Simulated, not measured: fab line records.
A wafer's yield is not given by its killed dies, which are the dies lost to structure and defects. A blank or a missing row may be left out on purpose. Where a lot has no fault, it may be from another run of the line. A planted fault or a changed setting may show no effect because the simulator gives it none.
Which tool is to blame?	flow berkeley_cmos170	14 lots, 42 wafers sampled, at 7 steps of a route of 331

## WHAT THE GAUGES SHOWED, per wafer
UCB170_PSD_CD_MEAS_06 targets a cd of 1200 nm. Usual: 1200.0 nm for cd_nm, sd 1.5.
lot	measured	on	cd_nm (nm)	flag
L246	day 6 18:32	cd_sem-01	1200.3 1202.0 1201.6	
L248	day 7 04:41	cd_sem-02	1199.7 1198.3 1198.9	
L247	day 7 04:58	cd_sem-02	1199.1 1200.0 1198.9	
L254	day 8 08:54	cd_sem-02	1201.8 1201.3 1201.6	
L258	day 8 21:29	cd_sem-01	1198.6 1198.0 1198.7	
L257	day 8 21:58	cd_sem-01	1200.9 1201.4 1199.8	
L256	day 8 22:08	cd_sem-01	1199.4 1200.6 1199.6	
L255	day 8 22:20	cd_sem-01	1201.5 1200.2 1200.4	
L259	day 9 06:59	cd_sem-01	1197.5 1198.7 1197.9	
L266	day 10 06:35	cd_sem-01	1201.6 1201.8 1203.3	
L264	day 10 06:44	cd_sem-01	1199.2 1198.2 1198.4	
L262	day 10 07:34	cd_sem-01	1199.5 1198.7 1199.1	
L268	day 10 16:37	cd_sem-01	1198.4 1199.3 1199.2	
L269	day 11 10:02	cd_sem-01	1199.3 1200.9 1199.7	

UCB170_PSD_TW_MEAS_10. Usual: PSD_TW gives 2334 (standard deviation 44).
lot	measured	on	PSD_TW	flag
L246	day 6 18:55	film_metro-03	2288 2295 2291	
L248	day 7 05:06	film_metro-01	2420 2417 2407	
L247	day 7 05:22	film_metro-03	2318 2313 2314	
L254	day 8 09:18	film_metro-04	2146 2130 2142	OFF
L258	day 8 21:53	film_metro-04	2308 2308 2306	
L257	day 8 22:22	film_metro-03	2298 2294 2299	
L256	day 8 22:31	film_metro-04	2311 2316 2308	
L255	day 8 22:44	film_metro-03	2134 2123 2130	OFF
L259	day 9 07:24	film_metro-01	2393 2387 2399	
L266	day 10 06:59	film_metro-01	2406 2393 2403	
L264	day 10 07:08	film_metro-03	2299 2308 2296	
L262	day 10 07:58	film_metro-03	2300 2306 2303	
L268	day 10 17:02	film_metro-01	2406 2394 2391	
L269	day 11 10:26	film_metro-01	2385 2402 2400	

UCB170_NSD_CD_MEAS_06 targets a cd of 1200 nm. Usual: 1200.3 nm for cd_nm, sd 1.7.
lot	measured	on	cd_nm (nm)	flag
L246	day 6 20:58	cd_sem-02	1200.0 1199.5 1200.2	
L248	day 7 06:36	cd_sem-02	1198.6 1200.1 1197.7	
L247	day 7 07:20	cd_sem-01	1198.2 1198.7 1199.3	
L254	day 8 12:13	cd_sem-01	1199.7 1200.6 1199.1	
L258	day 8 23:46	cd_sem-01	1199.1 1199.8 1200.6	
L257	day 9 00:36	cd_sem-01	1199.9 1201.1 1200.3	
L256	day 9 00:46	cd_sem-01	1202.6 1202.2 1201.7	
L255	day 9 00:58	cd_sem-01	1200.0 1201.5 1200.5	
L259	day 9 09:45	cd_sem-01	1198.8 1199.2 1199.4	
L266	day 10 09:47	cd_sem-01	1201.0 1200.4 1201.4	
L264	day 10 10:17	cd_sem-01	1198.7 1199.5 1199.4	
L262	day 10 10:35	cd_sem-01	1200.8 1200.7 1201.6	
L268	day 10 18:27	cd_sem-01	1197.4 1200.8 1199.6	
L269	day 11 12:11	cd_sem-01	1202.2 1203.4 1202.6	

UCB170_NSD_OVL_MEAS_07. Usual: NSD_OVL gives 1 nm (standard deviation 4.8).
lot	measured	on	NSD_OVL (nm)	flag
L246	day 6 21:04	overlay-02	5 2 4	
L248	day 7 06:43	overlay-02	-1 -2 -2	
L247	day 7 07:27	overlay-02	6 7 8	
L254	day 8 12:19	overlay-02	3 -1 -2	
L258	day 8 23:53	overlay-01	3 2 8	
L257	day 9 00:43	overlay-02	3 3 5	
L256	day 9 00:51	overlay-01	2 2 4	
L255	day 9 01:05	overlay-01	-2 -5 1	
L259	day 9 09:51	overlay-01	-7 1 3	
L266	day 10 09:55	overlay-02	4 3 2	
L264	day 10 10:23	overlay-01	-3 5 -5	
L262	day 10 10:41	overlay-01	3 -3 6	
L268	day 10 18:34	overlay-02	10 4 11	
L269	day 11 12:18	overlay-02	-5 -4 4	

UCB170_SDANNEAL_RS_MEAS_02: the measuring method here is four-point-probe. Usual: PSD_RS gives 75.49 ohm/sq (standard deviation 0.28).
lot	measured	on	PSD_RS (ohm/sq)	flag
L246	day 6 22:43	film_metro-03	75.95 75.76 75.76	
L248	day 7 08:40	film_metro-03	75.17 75.34 75.42	
L247	day 7 09:07	film_metro-04	75.61 75.18 75.16	
L254	day 8 13:42	film_metro-01	89.55 89.70 89.65	OFF
L258	day 9 03:52	film_metro-03	75.63 75.53 75.56	
L257	day 9 04:26	film_metro-01	75.58 75.51 75.53	
L256	day 9 04:07	film_metro-04	75.54 75.61 75.93	
L255	day 9 03:57	film_metro-01	89.39 89.31 89.29	OFF
L259	day 9 11:22	film_metro-01	75.49 75.28 75.22	
L266	day 10 11:50	film_metro-04	75.58 75.72 75.32	
L264	day 10 12:16	film_metro-03	75.74 75.25 75.40	
L262	day 10 12:22	film_metro-01	75.38 75.36 75.41	
L268	day 10 19:57	film_metro-03	75.90 76.30 76.04	
L269	day 11 14:21	film_metro-04	75.44 75.62 75.66	

## TOOL THAT RAN EACH LOT (tool first, then ch and the chambers of the sampled wafers, then the start)
lot	UCB170_PSD_IMPLANT_08	UCB170_PSD_STRIP_09
L246	implanter-02 ch 0, day 6 18:41	plasma_asher-01 ch 1, day 6 18:49
L248	implanter-04 ch 0, day 7 04:51	plasma_asher-01 ch 0,1, day 7 05:00
L247	implanter-02 ch 0, day 7 05:07	plasma_asher-03 ch 0,1, day 7 05:16
L254	implanter-04 ch 0, day 8 09:04	plasma_asher-02 ch 0,1, day 8 09:11
L258	implanter-03 ch 0, day 8 21:38	plasma_asher-01 ch 0,1, day 8 21:47
L257	implanter-03 ch 0, day 8 22:07	plasma_asher-02 ch 0,1, day 8 22:16
L256	implanter-02 ch 0, day 8 22:17	plasma_asher-01 ch 0,1, day 8 22:26
L255	implanter-04 ch 0, day 8 22:29	plasma_asher-02 ch 0,1, day 8 22:38
L259	implanter-03 ch 0, day 9 07:09	plasma_asher-03 ch 0, day 9 07:17
L266	implanter-03 ch 0, day 10 06:44	plasma_asher-01 ch 0,1, day 10 06:53
L264	implanter-02 ch 0, day 10 06:55	plasma_asher-03 ch 0,1, day 10 07:02
L262	implanter-03 ch 0, day 10 07:44	plasma_asher-03 ch 0,1, day 10 07:51
L268	implanter-03 ch 0, day 10 16:47	plasma_asher-02 ch 0,1, day 10 16:56
L269	implanter-02 ch 0, day 11 10:11	plasma_asher-01 ch 0,1, day 11 10:20
- UCB170_PSD_IMPLANT_08
- UCB170_PSD_STRIP_09: strips in O2.

## WHAT THE TOOLS THEMSELVES READ (means of the sampled wafers that have a number; where no wafer has one, the mark that the record gives instead)
UCB170_PSD_IMPLANT_08. Usual: beam_on_s 10.00 s, standard deviation 0.2; faraday_current_uA 9264, standard deviation 180.
lot	tool	beam_on_s (s)	faraday_current_uA	flag
L246	implanter-02	9.89	9364	
L248	implanter-04	10.03	9228	
L247	implanter-02	10.02	9258	
L254	implanter-04	7.86	11781	OFF
L258	implanter-03	9.94	9308	
L257	implanter-03	10.03	9226	
L256	implanter-02	10.04	9208	
L255	implanter-04	7.81	11841	OFF
L259	implanter-03	10.01	9243	
L266	implanter-03	10.26	9019	
L264	implanter-02	10.13	9140	
L262	implanter-03	10.02	9247	
L268	implanter-03	9.91	9353	
L269	implanter-02	10.14	9151	

UCB170_PSD_STRIP_09. Usual: drypump_motor_current_A 5.7 A, standard deviation 0.7; oes_product_au 0.600 a.u., standard deviation 0.0046; strip_time_to_endpoint_s 29.41 s, standard deviation 0.065.
lot	tool	drypump_motor_current_A (A)	oes_product_au (a.u.)	strip_time_to_endpoint_s (s)	flag
L246	plasma_asher-01	4.9	0.602	29.34	
L248	plasma_asher-01	4.9	0.598	29.45	
L247	plasma_asher-03	6.4	0.600	29.42	
L254	plasma_asher-02	6.1	0.635	26.82	OFF
L258	plasma_asher-01	4.8	0.599	29.39	
L257	plasma_asher-02	5.8	0.601	29.43	
L256	plasma_asher-01	4.8	0.601	29.33	
L255	plasma_asher-02	6.1	0.637	26.80	OFF
L259	plasma_asher-03	6.0	0.599	29.40	
L266	plasma_asher-01	4.9	0.599	29.40	
L264	plasma_asher-03	6.2	0.595	29.43	
L262	plasma_asher-03	6.1	0.597	29.43	
L268	plasma_asher-02	6.2	0.600	29.35	
L269	plasma_asher-01	4.9	0.604	29.30	

## THE ANSWER, worked out from the rows above alone
Rule: lot off if the mean of its wafers having a number is beyond 3 standard deviations from the usual mean. A lot without any number at a reading at which 4 lots or more have one is off too. The other lots that the step has rows for count as sound. After the gauges, taken in route order, come the tools' own readings; for these a lot's mean is taken, as printed above. At the first step where some lot is off, the reading lying furthest off is the one used; lots without a number count as furthest.
Off: at UCB170_PSD_TW_MEAS_10 (PSD_TW), L254, L255.
A tool fits if, at a process step before that reading, it ran every lot that is off, and no sound lot after the first of them. The gauges at UCB170_PSD_TW_MEAS_10 aren't tried: what is off there is off at UCB170_SDANNEAL_RS_MEAS_02 too, on other tools, and a gauge's error can't cause that. One fits: implanter-04 at UCB170_PSD_IMPLANT_08. Its last sound lot is L248 (day 7 04:51), its first lot that is off L254 (day 8 09:04): a fault that began between those two fits.
The tool's own readings at UCB170_PSD_IMPLANT_08 bear it out: on the lots that are off they differ by more than 5 times the standard deviation of the sound lots' means. beam_on_s reads 7.83 s there against 10.04 s on the sound lots; faraday_current_uA reads 11811 there against 9229 on the sound lots.

## WHAT THE SIMULATOR HAD PUT IN
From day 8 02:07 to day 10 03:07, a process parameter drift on implanter-04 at UCB170_PSD_IMPLANT_08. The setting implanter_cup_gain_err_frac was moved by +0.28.
Shown lots that were struck: L254, L255. This agrees with what the rule above found.
